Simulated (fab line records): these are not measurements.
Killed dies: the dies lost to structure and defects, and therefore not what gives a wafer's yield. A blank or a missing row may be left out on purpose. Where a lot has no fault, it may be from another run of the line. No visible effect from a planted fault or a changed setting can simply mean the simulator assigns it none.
Which of the tools did it? | flow rit_cmos | 42 wafers from 14 lots sampled at 4 of the route's 202 steps

## WHAT THE GAUGES SHOWED, per wafer
RIT_FOX2_THK_MEAS_01. Usual: FOX2_OXIDE_THK 352 nm, standard deviation 7.5.
lot  | measured    | on            | FOX2_OXIDE_THK (nm) | flag
L905 | day 1 22:49 | film_metro-04 | 351 358 357         |
L906 | day 2 04:34 | film_metro-04 | 349 350 347         |
L907 | day 2 10:38 | film_metro-03 | 363 368 366         |
L908 | day 2 11:41 | film_metro-02 | 356 354 357         |
L909 | day 2 19:56 | film_metro-04 | 356 358 354         |
L911 | day 3 02:05 | film_metro-02 | 355 358 362         |
L913 | day 3 14:30 | film_metro-03 | 349 360 353         |
L915 | day 3 22:22 | film_metro-03 | 364 364 367         |
L925 | day 6 09:28 | film_metro-02 | 342 348 353         |
L926 | day 6 14:09 | film_metro-03 | 360 351 359         |
L927 | day 6 14:09 | film_metro-04 | 355 350 354         |
L928 | day 6 23:06 | film_metro-02 | 345 342 344         |

RIT_PRETRO_OVL_MEAS_06. Usual: PRETRO_OVL 0.8 nm, standard deviation 1.3.
lot  | measured    | on         | PRETRO_OVL (nm) | flag
L905 | day 2 12:21 | overlay-02 | 1.0 1.1 0.5     |
L906 | day 2 17:32 | overlay-01 | 2.4 -0.7 0.5    |
L907 | day 2 23:38 | overlay-01 | -2.1 -1.6 -0.4  |
L908 | day 3 00:32 | overlay-02 | 0.4 2.1 0.5     |
L909 | day 3 07:53 | overlay-01 | 2.1 1.3 1.7     |
L911 | day 3 14:59 | overlay-02 | 0.9 1.1 0.5     |
L913 | day 4 03:00 | overlay-01 | 0.3 1.7 1.9     |
L915 | day 4 10:40 | overlay-02 | 1.6 0.6 -0.1    |
L925 | day 6 22:17 | overlay-01 | 1.9 2.5 1.5     |
L926 | day 7 05:51 | overlay-02 | 3.0 -0.1 0.7    |
L927 | day 7 03:41 | overlay-02 | -0.6 -0.9 0.0   |
L928 | day 7 11:10 | overlay-02 | -0.5 2.0 1.8    |

RIT_REOX_THK_MEAS_04. Usual: REOX_OXIDE_THK 25.4 nm, standard deviation 0.4.
lot  | measured    | on            | REOX_OXIDE_THK (nm) | flag
L905 | day 2 23:47 | film_metro-03 | 25.5 26.2 25.8      |
L906 | day 3 05:44 | film_metro-03 | 25.2 25.2 25.2      |
L907 | day 3 08:41 | film_metro-04 | 25.5 25.5 25.2      |
L908 | day 3 11:13 | film_metro-03 | 25.5 25.9 26.0      |
L909 | day 3 22:40 | film_metro-03 | 25.6 25.8 25.3      |
L911 | day 4 01:59 | film_metro-03 | 24.8 25.6 25.7      |
L913 | day 4 15:42 | film_metro-04 | 25.1 25.2 25.1      |
L915 | day 4 23:59 | film_metro-03 | 25.9 25.7 25.7      |
L925 | day 7 11:25 | film_metro-04 | 25.4 25.6 25.7      |
L926 | day 7 19:44 | film_metro-03 | 25.6 25.8 25.6      |
L927 | day 7 17:11 | film_metro-03 | 25.7 25.2 25.6      |
L928 | day 7 22:58 | film_metro-03 | 25.0 24.5 25.1      |

## TOOL THAT RAN EACH LOT (tool first, then ch and the chambers of the sampled wafers, then the start)
lot  | RIT_ACTIVE_STRIP_14
L905 | plasma_asher-03 ch 0,1, day 1 16:02
L906 | plasma_asher-01 ch 0, day 1 22:32
L907 | plasma_asher-04 ch 0,1, day 2 04:22
L908 | plasma_asher-01 ch 0,1, day 2 07:39
L909 | plasma_asher-03 ch 0,1, day 2 13:19
L911 | plasma_asher-03 ch 0, day 2 21:24
L913 | plasma_asher-01 ch 0,1, day 3 07:49
L915 | plasma_asher-04 ch 0,1, day 3 17:23
L923 | plasma_asher-01 ch 0,1, day 5 09:49
L924 | plasma_asher-03 ch 0,1, day 5 15:00
L925 | plasma_asher-01 ch 0,1, day 5 21:22
L926 | plasma_asher-03 ch 0,1, day 6 09:11
L927 | plasma_asher-04 ch 0,1, day 6 09:25
L928 | plasma_asher-03 ch 0,1, day 6 15:22
- RIT_ACTIVE_STRIP_14: strips in O2, time 180 s.

## AS READ BY THE TOOLS THEMSELVES (means over the sampled wafers that have a number; for cases with no such wafer, the mark the record gives instead)
RIT_ACTIVE_STRIP_14. Usual: chamber_pressure_mTorr 4000 mTorr, standard deviation 3.3; drypump_motor_current_A 5.6 A, standard deviation 0.37.
lot  | tool            | chamber_pressure_mTorr (mTorr) | drypump_motor_current_A (A) | flag
L905 | plasma_asher-03 | 4000                           | 6.0                         |
L906 | plasma_asher-01 | 4001                           | 5.1                         |
L907 | plasma_asher-04 | 4000                           | 5.8                         |
L908 | plasma_asher-01 | 4002                           | 5.5                         |
L909 | plasma_asher-03 | 3999                           | 5.8                         |
L911 | plasma_asher-03 | 3996                           | 6.3                         |
L913 | plasma_asher-01 | 3999                           | 5.3                         |
L915 | plasma_asher-04 | 4000                           | 5.8                         |
L923 | plasma_asher-01 | -                              | -                           | OFF
L924 | plasma_asher-03 | -                              | -                           | OFF
L925 | plasma_asher-01 | 4002                           | 5.3                         |
L926 | plasma_asher-03 | 4000                           | 6.0                         |
L927 | plasma_asher-04 | 4001                           | 5.8                         |
L928 | plasma_asher-03 | 4001                           | 5.8                         |

## THE ANSWER, worked out from the rows above alone
Rule: lot off if the mean of its wafers having a number is beyond 3 standard deviations from the usual mean. Also off: a lot with no number at a reading for which 4 or more lots have one. Where the step has rows for the other lots, those lots are counted as sound. Order of review: gauges by route order, followed by the tools' own readings, for which a lot's mean as printed above is used. The first step at which some lot is off is used, and at that step the reading that is off furthest; a lot without a number counts as furthest.
Off: L923, L924, at RIT_ACTIVE_STRIP_14 (chamber_pressure_mTorr). Without a number there: L923, L924.
If a tool, at that step or one of the process steps before it, ran each lot that is off and ran no sound lot following the first of them, it fits. Of those tried, none fits.

## WHAT THE SIMULATOR HAD PUT IN
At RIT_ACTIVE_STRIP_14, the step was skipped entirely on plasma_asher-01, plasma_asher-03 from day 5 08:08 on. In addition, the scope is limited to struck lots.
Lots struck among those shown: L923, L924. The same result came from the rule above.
